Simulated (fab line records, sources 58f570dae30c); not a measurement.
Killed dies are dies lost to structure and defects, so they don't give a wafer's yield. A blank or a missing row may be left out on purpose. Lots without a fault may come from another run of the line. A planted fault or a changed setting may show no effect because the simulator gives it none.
Which tool did it? | flow berkeley_cmos170 | 15 lots, 45 wafers sampled, at 7 steps of a route of 331

WHAT THE GAUGES READ, wafer by wafer
UCB170_ACTIVE_THK_MEAS_06.
lot  | measured    | on            | ACTIVE_NITRIDE_THK (nm)
L770 | day 5 08:53 | film_metro-02 | 222.6 220.3 223.5
L772 | day 6 12:14 | film_metro-04 | 221.0 218.7 220.3
L773 | day 6 12:15 | film_metro-03 | 222.4 220.1 221.6
L774 | day 6 19:07 | film_metro-03 | 219.6 218.4 218.9
L775 | day 7 04:12 | film_metro-02 | 220.0 219.6 221.2
L776 | day 7 04:14 | film_metro-02 | 218.2 219.6 220.2
L777 | day 7 11:43 | film_metro-04 | 219.7 220.5 218.4
L780 | day 7 18:25 | film_metro-02 | 218.9 218.7 218.5
L779 | day 7 18:26 | film_metro-04 | 218.8 221.1 220.0
L782 | day 8 01:21 | film_metro-03 | 220.0 220.4 218.9
L783 | day 8 11:14 | film_metro-04 | 217.5 217.2 218.6
L787 | day 9 03:44 | film_metro-02 | 220.4 221.7 219.8
L786 | day 9 03:45 | film_metro-04 | 220.5 219.7 219.7
L785 | day 9 03:46 | film_metro-03 | 219.4 219.2 217.2
L788 | day 9 13:38 | film_metro-03 | 220.2 219.5 221.7

UCB170_NSD_TW_MEAS_10.
lot  | measured     | on            | NSD_TW
L770 | day 8 17:53  | film_metro-04 | 4188 4190 4191
L772 | day 9 19:10  | film_metro-02 | 4296 4289 4293
L773 | day 9 19:35  | film_metro-03 | 4291 4293 4303
L774 | day 9 19:43  | film_metro-04 | 4166 4162 4163
L775 | day 10 03:43 | film_metro-04 | 4151 4187 4166
L776 | day 10 03:58 | film_metro-02 | 4285 4293 4267
L777 | day 10 13:20 | film_metro-04 | 4161 4184 4128
L780 | day 11 02:11 | film_metro-02 | 3991 3989 3996 3974 3977 3988
L779 | day 11 01:52 | film_metro-02 | 3956 3981 3976 3984 3967 3971
L782 | day 11 01:45 | film_metro-03 | 4346 4334 4332
L783 | day 11 08:20 | film_metro-04 | 3890 3882 3884 3874 3863 3862
L787 | day 12 05:59 | film_metro-02 | 4223 4269 4231
L786 | day 12 05:34 | film_metro-02 | 4261 4246 4258
L785 | day 12 06:08 | film_metro-03 | 4305 4330 4298
L788 | day 12 15:27 | film_metro-04 | 4170 4167 4174

UCB170_SDANNEAL_RS_MEAS_03: measures by four-point-probe.
lot  | measured     | on            | NSD_RS (ohm/sq)
L770 | day 8 19:43  | film_metro-03 | 37.31 37.30 37.34
L772 | day 9 20:33  | film_metro-02 | 37.35 37.37 37.39
L773 | day 9 21:01  | film_metro-04 | 37.24 37.24 37.17
L774 | day 9 21:04  | film_metro-03 | 37.33 37.29 37.24
L775 | day 10 04:57 | film_metro-03 | 37.25 37.31 37.28
L776 | day 10 05:11 | film_metro-04 | 37.24 37.25 37.21
L777 | day 10 15:23 | film_metro-03 | 37.42 37.32 37.44
L780 | day 11 05:53 | film_metro-03 | 53.28 53.36 53.32 53.31 53.35 53.37
L779 | day 11 04:55 | film_metro-04 | 53.83 53.71 53.69 53.92 53.57 53.88
L782 | day 11 03:04 | film_metro-02 | 37.27 37.26 37.35
L783 | day 11 12:26 | film_metro-04 | 53.65 53.81 53.74 53.75 53.71 53.82
L787 | day 12 07:13 | film_metro-02 | 37.25 37.27 37.35
L786 | day 12 06:48 | film_metro-03 | 37.26 37.31 37.31
L785 | day 12 07:25 | film_metro-03 | 37.32 37.27 37.43
L788 | day 12 16:40 | film_metro-03 | 37.31 37.30 37.30

UCB170_CONTACT_OVL_MEAS_16.
lot  | measured     | on         | CONTACT_OVL (nm)
L770 | day 9 03:47  | overlay-02 | 0 0 -11
L772 | day 10 02:17 | overlay-01 | 1 0 -5
L773 | day 10 01:50 | overlay-01 | -5 -8 -5
L774 | day 10 01:57 | overlay-02 | -1 -6 -6
L775 | day 10 10:15 | overlay-02 | -1 -2 8
L776 | day 10 10:40 | overlay-01 | -8 -2 -9
L777 | day 10 20:42 | overlay-02 | 2 -2 1
L782 | day 11 08:27 | overlay-01 | -11 0 -3
L787 | day 12 14:32 | overlay-02 | -5 -7 -3
L786 | day 12 14:14 | overlay-01 | 0 -6 -1
L785 | day 12 14:47 | overlay-01 | 1 0 2
L788 | day 12 22:19 | overlay-01 | -11 -7 -7

WHICH TOOL RAN EACH LOT (tool, then ch and the chambers of the sampled wafers, then the start)
lot  | UCB170_NSD_IMPLANT_08           | UCB170_NSD_STRIP_09                  | UCB170_SDANNEAL_RTA_00
L770 | implanter-04 ch 0, day 8 17:40  | plasma_asher-04 ch 0,1, day 8 17:48  | rtp_anneal-01 ch 0, day 8 19:27
L772 | implanter-04 ch 0, day 9 18:55  | plasma_asher-04 ch 0,1, day 9 19:04  | rtp_anneal-01 ch 0, day 9 20:18
L773 | implanter-03 ch 0, day 9 19:21  | plasma_asher-02 ch 0,1, day 9 19:29  | rtp_anneal-02 ch 0, day 9 20:46
L774 | implanter-01 ch 0, day 9 19:28  | plasma_asher-04 ch 0,1, day 9 19:37  | rtp_anneal-01 ch 0, day 9 20:49
L775 | implanter-04 ch 0, day 10 03:31 | plasma_asher-04 ch 0,1, day 10 03:37 | rtp_anneal-01 ch 0, day 10 04:40
L776 | implanter-03 ch 0, day 10 03:44 | plasma_asher-03 ch 0,1, day 10 03:52 | rtp_anneal-02 ch 0, day 10 04:56
L777 | implanter-01 ch 0, day 10 13:05 | plasma_asher-02 ch 0,1, day 10 13:13 | rtp_anneal-02 ch 0, day 10 15:08
L780 | implanter-01 ch 0, day 11 01:58 | plasma_asher-04 ch 0,1, day 11 02:05 | rtp_anneal-01 ch 0, day 11 05:33
L779 | implanter-01 ch 0, day 11 01:38 | plasma_asher-02 ch 0,1, day 11 01:45 | rtp_anneal-02 ch 0, day 11 04:40
L782 | implanter-04 ch 0, day 11 01:32 | plasma_asher-03 ch 0,1, day 11 01:40 | rtp_anneal-01 ch 0, day 11 02:48
L783 | implanter-01 ch 0, day 11 08:05 | plasma_asher-04 ch 0,1, day 11 08:14 | rtp_anneal-01 ch 0, day 11 12:05
L787 | implanter-04 ch 0, day 12 05:44 | plasma_asher-04 ch 0,1, day 12 05:53 | rtp_anneal-02 ch 0, day 12 06:58
L786 | implanter-04 ch 0, day 12 05:20 | plasma_asher-04 ch 0,1, day 12 05:28 | rtp_anneal-01 ch 0, day 12 06:32
L785 | implanter-03 ch 0, day 12 05:53 | plasma_asher-03 ch 0,1, day 12 06:00 | rtp_anneal-01 ch 0, day 12 07:10
L788 | implanter-04 ch 0, day 12 15:12 | plasma_asher-04 ch 0,1, day 12 15:21 | rtp_anneal-02 ch 0, day 12 16:25
- UCB170_NSD_IMPLANT_08
- UCB170_NSD_STRIP_09: strips in O2.
- UCB170_SDANNEAL_RTA_00: time 10 s.

WHAT THE TOOLS THEMSELVES READ (means of the sampled wafers that have a number; where no wafer has one, the mark that the record gives instead)
UCB170_NSD_IMPLANT_08.
lot  | tool         | dose_ions_cm2 | end_station_pressure_torr (Torr) | faraday_current_uA
L770 | implanter-04 | 3e+15         | 1.22e-05                         | 9238
L772 | implanter-04 | 3e+15         | 1.24e-05                         | 9235
L773 | implanter-03 | 3e+15         | 1.24e-05                         | 9111
L774 | implanter-01 | 3e+15         | 1.23e-05                         | 9270
L775 | implanter-04 | 3e+15         | 1.27e-05                         | 9182
L776 | implanter-03 | 3e+15         | 1.24e-05                         | 9236
L777 | implanter-01 | 3e+15         | 1.25e-05                         | 9351
L780 | implanter-01 | 2e+15         | 8.67e-06                         | 5203
L779 | implanter-01 | 2e+15         | 9.33e-06                         | 5086
L782 | implanter-04 | 3e+15         | 1.27e-05                         | 9383
L783 | implanter-01 | 2e+15         | 9.17e-06                         | 5207
L787 | implanter-04 | 3e+15         | 1.27e-05                         | 9233
L786 | implanter-04 | 3e+15         | 1.24e-05                         | 9281
L785 | implanter-03 | 3e+15         | 1.24e-05                         | 9175
L788 | implanter-04 | 3e+15         | 1.28e-05                         | 9420

UCB170_NSD_STRIP_09.
lot  | tool            | drypump_motor_current_A (A) | oes_product_au (a.u.) | strip_time_to_endpoint_s (s)
L770 | plasma_asher-04 | 5.9                         | 0.536                 | 35.80
L772 | plasma_asher-04 | 5.9                         | 0.536                 | 35.70
L773 | plasma_asher-02 | 6.5                         | 0.533                 | 35.79
L774 | plasma_asher-04 | 5.8                         | 0.538                 | 35.81
L775 | plasma_asher-04 | 5.9                         | 0.532                 | 35.71
L776 | plasma_asher-03 | 6.2                         | 0.533                 | 35.91
L777 | plasma_asher-02 | 6.5                         | 0.534                 | 35.70
L780 | plasma_asher-04 | 5.9                         | 0.585                 | 30.54
L779 | plasma_asher-02 | 6.5                         | 0.592                 | 30.36
L782 | plasma_asher-03 | 6.3                         | 0.537                 | 35.89
L783 | plasma_asher-04 | 5.8                         | 0.589                 | 30.39
L787 | plasma_asher-04 | 5.8                         | 0.536                 | 35.87
L786 | plasma_asher-04 | 5.9                         | 0.533                 | 35.97
L785 | plasma_asher-03 | 6.2                         | 0.536                 | 35.78
L788 | plasma_asher-04 | 5.9                         | 0.534                 | 35.70

UCB170_SDANNEAL_RTA_00.
lot  | tool          | chamber_o2_ppm | lamp_power_pct (%) | wafer_temp_C_max
L770 | rtp_anneal-01 | 1.957          | 21.8               | 904.9
L772 | rtp_anneal-01 | 1.996          | 21.8               | 904.8
L773 | rtp_anneal-02 | 1.978          | 22.4               | 903.0
L774 | rtp_anneal-01 | 2.002          | 21.8               | 905.3
L775 | rtp_anneal-01 | 1.979          | 21.7               | 904.7
L776 | rtp_anneal-02 | 1.978          | 22.3               | 903.6
L777 | rtp_anneal-02 | 1.997          | 22.3               | 903.4
L780 | rtp_anneal-01 | 1.993          | 21.8               | 905.7
L779 | rtp_anneal-02 | 2.010          | 22.4               | 903.9
L782 | rtp_anneal-01 | 2.003          | 21.8               | 904.7
L783 | rtp_anneal-01 | 2.022          | 21.7               | 905.6
L787 | rtp_anneal-02 | 2.011          | 22.4               | 903.7
L786 | rtp_anneal-01 | 2.001          | 21.8               | 904.9
L785 | rtp_anneal-01 | 1.986          | 21.8               | 904.5
L788 | rtp_anneal-02 | 2.001          | 22.3               | 903.1

THE ANSWER, worked out from the rows above alone
Rule: what is usual is taken from the lots themselves. Put in order of their means at a reading, lots are off if they are a third of the lots or fewer, leave a main group of 4 or more, and stand apart from it by a gap of 3 or more times the standard deviation of the main group's means; of several such gaps the widest counts. A main group whose means are all the same, to the digits that the tables above print for the reading, isn't used. A lot without any number at a reading at which 4 lots or more have one is off too. The other lots that the step has rows for count as sound. The gauges are gone through in route order, then the tools' own readings, and for those a lot's mean is taken as printed above. The first step at which some lot is off is used, and at that step the reading that is off furthest; a lot without a number counts as furthest.
Off: L780, L779, L783, at UCB170_SDANNEAL_RS_MEAS_03 (NSD_RS). The main group: mean 37.30 ohm/sq, standard deviation 0.048.
A tool fits if, at a process step before that reading, it ran every lot that is off, and no sound lot after the first of them. The gauges at UCB170_SDANNEAL_RS_MEAS_03 aren't tried: what is off there is off at UCB170_NSD_IMPLANT_08 too, on other tools, and a gauge's error can't cause that. One fits: implanter-01 at UCB170_NSD_IMPLANT_08. Its last sound lot is L777 (day 10 13:05), its first lot that is off L779 (day 11 01:38): a fault that began between those two fits.
The tool's own readings at UCB170_NSD_IMPLANT_08 bear it out: on the lots that are off they differ by more than 5 times the standard deviation of the sound lots' means. dose_ions_cm2 reads 2e+15 there against 3e+15 on the sound lots; end_station_pressure_torr reads 9.06e-06 Torr there against 1.25e-05 Torr on the sound lots; faraday_current_uA reads 5165 there against 9260 on the sound lots.

WHAT THE SIMULATOR HAD PUT IN
Process parameter drift: implanter-01, from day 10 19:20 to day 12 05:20, at UCB170_NSD_IMPLANT_08. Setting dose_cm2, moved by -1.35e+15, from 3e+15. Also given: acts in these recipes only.
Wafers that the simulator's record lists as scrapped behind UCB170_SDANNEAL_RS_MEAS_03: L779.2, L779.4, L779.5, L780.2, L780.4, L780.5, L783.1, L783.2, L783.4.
Lots struck among those shown: L780, L779, L783. The rule above found the same.
